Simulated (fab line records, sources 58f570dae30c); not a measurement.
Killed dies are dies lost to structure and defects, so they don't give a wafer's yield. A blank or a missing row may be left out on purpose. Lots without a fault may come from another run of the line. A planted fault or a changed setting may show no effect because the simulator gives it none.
Split-lot experiment | flow berkeley_cmos170 | 5 lots, 27 wafers read, on a route of 331 steps

THE SPLIT
At UCB170_M3_METAL_ETCH_18 (etches Al in Cl2/BCl3, stops on SiO2, target depth 1170 nm, time 195 s), the setting time_s was moved away from the recipe's 195 s on 9 of the 27 wafers read, by +17.8% to +58.3%. The other wafers ran this setting at the recipe's value.

FROM THE SPLIT TO THE READING: what the file shows between them, 1 step
- UCB170_M3_STRIP_19: strips in O2

THE READING
cd_nm, in nm, at UCB170_M3_CD_MEAS_90 (target cd 700 nm). Fault-free wafers of this fab line usually give 700.7 nm, standard deviation 3 nm.

wafer  | tool, chamber at the split | time_s as run, s | against the recipe | cd_nm, nm | against lot-mates on the recipe
L074.1 | rie_metal-02, 1            | 195              | recipe             | 698.0     | -
L074.2 | rie_metal-02, 0            | 195              | recipe             | 702.2     | -
L074.3 | rie_metal-02, 1            | 229.8            | +17.8%             | 688.9     | -10.2
L074.4 | rie_metal-02, 0            | 229.8            | +17.8%             | 691.8     | -7.3
L074.5 | rie_metal-02, 1            | 229.8            | +17.8%             | 693.3     | -5.8
L074.6 | rie_metal-02, 0            | 195              | recipe             | 697.1     | -
L077.1 | rie_metal-04, 1            | 195              | recipe             | 704.9     | -
L077.2 | rie_metal-04, 0            | 300.3            | +54.0%             | 678.6     | -25.6
L077.3 | rie_metal-04, 1            | 195              | recipe             | 704.8     | -
L077.4 | rie_metal-04, 0            | 195              | recipe             | 703.0     | -
L077.5 | rie_metal-04, 1            | 300.3            | +54.0%             | 678.9     | -25.3
L077.6 | rie_metal-04, 0            | 300.3            | +54.0%             | 677.3     | -26.9
L076.1 | rie_metal-01, 1            | 195              | recipe             | 697.6     | -
L076.2 | rie_metal-01, 0            | 308.7            | +58.3%             | 666.0     | -31.0
L076.3 | rie_metal-01, 0            | 308.7            | +58.3%             | 661.4     | -35.6
L076.4 | rie_metal-01, 1            | 195              | recipe             | 696.5     | -
L076.5 | rie_metal-01, 0            | 308.7            | +58.3%             | 665.3     | -31.7
L076.6 | rie_metal-01, 1            | 195              | recipe             | 696.8     | -
L078.2 | rie_metal-02, 1            | 195              | recipe             | 698.5     | -
L078.3 | rie_metal-02, 1            | 195              | recipe             | 698.5     | -
L078.5 | rie_metal-02, 0            | 195              | recipe             | 704.4     | -
L080.1 | rie_metal-02, 0            | 195              | recipe             | 702.4     | -
L080.2 | rie_metal-02, 1            | 195              | recipe             | 700.6     | -
L080.3 | rie_metal-02, 0            | 195              | recipe             | 697.7     | -
L080.4 | rie_metal-02, 1            | 195              | recipe             | 699.8     | -
L080.5 | rie_metal-02, 0            | 195              | recipe             | 698.5     | -
L080.6 | rie_metal-02, 1            | 195              | recipe             | 697.0     | -

THE FIT
A straight line over all 27 wafers: cd_nm changes by -0.515 nm for each +1% of time_s; r = -0.95; the points scatter about the line by 3.9 nm.
The same after taking each lot's own level away (the mean of its wafers on the recipe; 27 wafers): -0.524 nm for each +1%; r = -0.98; scatter 2.2 nm.
On that fit, the largest move of time_s shifts the reading by 31 nm.
The lots' own levels span 696.97 to 704.23 nm, that is 2.4 times the standard deviation above.
So the lot-to-lot level changes the slope little: the two slopes agree.
Check: with one of the wafers moved furthest among these (+58.3%) left out of the fit, the line predicts -30.2 nm for it against its lot-mates. It came out at -31 nm against them.

OTHER SPLITS ON THESE WAFERS
These wafers also went through other splits before the reading. Each is held against what the fit with the lots' levels taken away leaves over:
other split on the same wafers | wafers away from the commonest value | r with cd_nm (lot level and that fit taken away)
UCB170_M2_SPUTTER_01 time_s    | 9                                    | +0.06

THE WHOLE CHAIN: every reading that the file lists as answering this split, in the file's order
step                    | what it does                                                           | reading                                                                   | change (the file's fit)                  | r (the file's)
UCB170_M3_METAL_ETCH_18 | etches Al in Cl2/BCl3, stops on SiO2, target depth 1170 nm, time 195 s | KrF_of_M3_COAT_10.thk_nm (the simulator's own value, which no gauge read) | -3.71 nm for each +1% of the setting     | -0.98
UCB170_M3_METAL_ETCH_18 | etches Al in Cl2/BCl3, stops on SiO2, target depth 1170 nm, time 195 s | M3.feature_depth_nm (the simulator's own value, which no gauge read)      | +0.802 nm for each +1% of the setting    | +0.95
UCB170_M3_METAL_ETCH_18 | etches Al in Cl2/BCl3, stops on SiO2, target depth 1170 nm, time 195 s | SiO2_of_V2_CVD_00.thk_nm (the simulator's own value, which no gauge read) | -0.722 nm for each +1% of the setting    | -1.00
UCB170_M3_STRIP_19      | strips in O2                                                           | oes_product_au                                                            | -0.0039 a.u. for each +1% of the setting | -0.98
UCB170_M3_CD_MEAS_90    | target cd 700 nm                                                       | cd_nm                                                                     | -0.52 nm for each +1% of the setting     | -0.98

THE FILE'S OWN FIT
cd_nm changes by -0.52 nm for each +1% of time_s, r = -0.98.
